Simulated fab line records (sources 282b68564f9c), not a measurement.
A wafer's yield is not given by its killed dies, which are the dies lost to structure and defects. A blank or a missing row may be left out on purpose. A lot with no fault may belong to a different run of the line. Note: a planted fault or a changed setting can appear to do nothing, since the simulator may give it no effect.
The same fault as seen by 2 desks || flow rit_cmos || only its own numbers are on each desk; what lay behind them is given at the end

## TOOL OWNER'S DESK, implanter-04
The tool's own readings at RIT_NSD_IMPLANT_08, given as means over the sampled wafers that have a number, one for each lot that went through this tool. Marked OUT: a lot whose mean sits more than 4 standard deviations from the usual mean, which makes it out of limits; the brackets give that distance.
Columns: A = beam_energy_keV at RIT_NSD_IMPLANT_08, usual 25.001
{"lot": "L298", "first seen here": "day 3 00:27", "A": 25.007}
{"lot": "L300", "first seen here": "day 3 10:37", "A": 25.005}
{"lot": "L304", "first seen here": "day 4 04:13", "A": 25.002}
{"lot": "L305", "first seen here": "day 4 10:38", "A": 24.996}
{"lot": "L306", "first seen here": "day 4 14:47", "A": 25.000}
{"lot": "L307", "first seen here": "day 4 20:53", "A": "21.573 (-99 or more) OUT"}
{"lot": "L308", "first seen here": "day 5 00:58", "A": "21.560 (-99 or more) OUT"}
{"lot": "L309", "first seen here": "day 5 05:46", "A": "21.559 (-99 or more) OUT"}
This desk's finding: out of limits on L307, L308, L309; first on L307, day 4 20:53 (beam_energy_keV at RIT_NSD_IMPLANT_08). L298, L300, L304, L305, L306: within limits.

## FROM THE METROLOGY DESK
What the gauges read, lot by lot, whatever tool the lot ran on: means of the sampled wafers that have a number. Marked OUT: a lot whose mean sits more than 4 standard deviations from the usual mean, which makes it out of limits; the brackets give that distance.
Columns: A = NSD_TW at RIT_NSD_TW_MEAS_10, usual 3100; B = NSD_RS at RIT_SDANNEAL_RS_MEAS_05, usual 84.5 ohm/sq
{"lot": "L298", "first seen here": "day 3 00:46", "A": 3105, "B": 84.1}
{"lot": "L299", "first seen here": "day 3 03:49", "A": 3108, "B": 85.1}
{"lot": "L300", "first seen here": "day 3 10:56", "A": 3097, "B": 84.9}
{"lot": "L301", "first seen here": "day 3 15:01", "A": 3109, "B": 84.2}
{"lot": "L304", "first seen here": "day 4 04:32", "A": 3106, "B": 84.5}
{"lot": "L305", "first seen here": "day 4 10:57", "A": 3077, "B": 84.8}
{"lot": "L306", "first seen here": "day 4 15:06", "A": 3110, "B": 84.6}
{"lot": "L307", "first seen here": "day 4 21:13", "A": "2993 (-6.7) OUT", "B": "86.1 (+5.3) OUT"}
{"lot": "L308", "first seen here": "day 5 01:18", "A": "3004 (-6.0) OUT", "B": "86.1 (+5.3) OUT"}
{"lot": "L309", "first seen here": "day 5 06:05", "A": "2986 (-7.1) OUT", "B": "86.0 (+4.8) OUT"}
{"lot": "L317", "first seen here": "day 6 22:44", "A": 3079, "B": 84.5}
{"lot": "L318", "first seen here": "day 7 05:47", "A": 3115, "B": 84.7}
{"lot": "L319", "first seen here": "day 7 10:14", "A": 3079, "B": 84.6}
{"lot": "L320", "first seen here": "day 7 15:29", "A": 3116, "B": 84.7}
{"lot": "L321", "first seen here": "day 7 23:56", "A": 3095, "B": 84.1}
This desk reports L307, L308, L309 out of limits; the earliest was L307 at day 4 21:13 (NSD_TW at RIT_NSD_TW_MEAS_10). L298, L299, L300, L301, L304, L305, L306, L317, L318, L319, L320, L321: within limits.

## PUT TOGETHER
The tool owner's desk could have raised an alarm at day 4 20:53, on L307, L308, L309.
The metrology desk could have raised an alarm at day 4 21:13, on L307, L308, L309.
The lots listed all ran RIT_NSD_IMPLANT_08 on implanter-04.

## WHAT THE SIMULATOR PUT IN
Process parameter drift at RIT_NSD_IMPLANT_08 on implanter-04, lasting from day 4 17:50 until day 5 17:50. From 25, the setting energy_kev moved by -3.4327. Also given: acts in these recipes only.
Shown lots that were struck: L307, L308, L309.
Delay (hours) between the fault's onset and each desk's first out-of-limits reading: 3 at the tool owner's desk, 3 at the metrology desk.
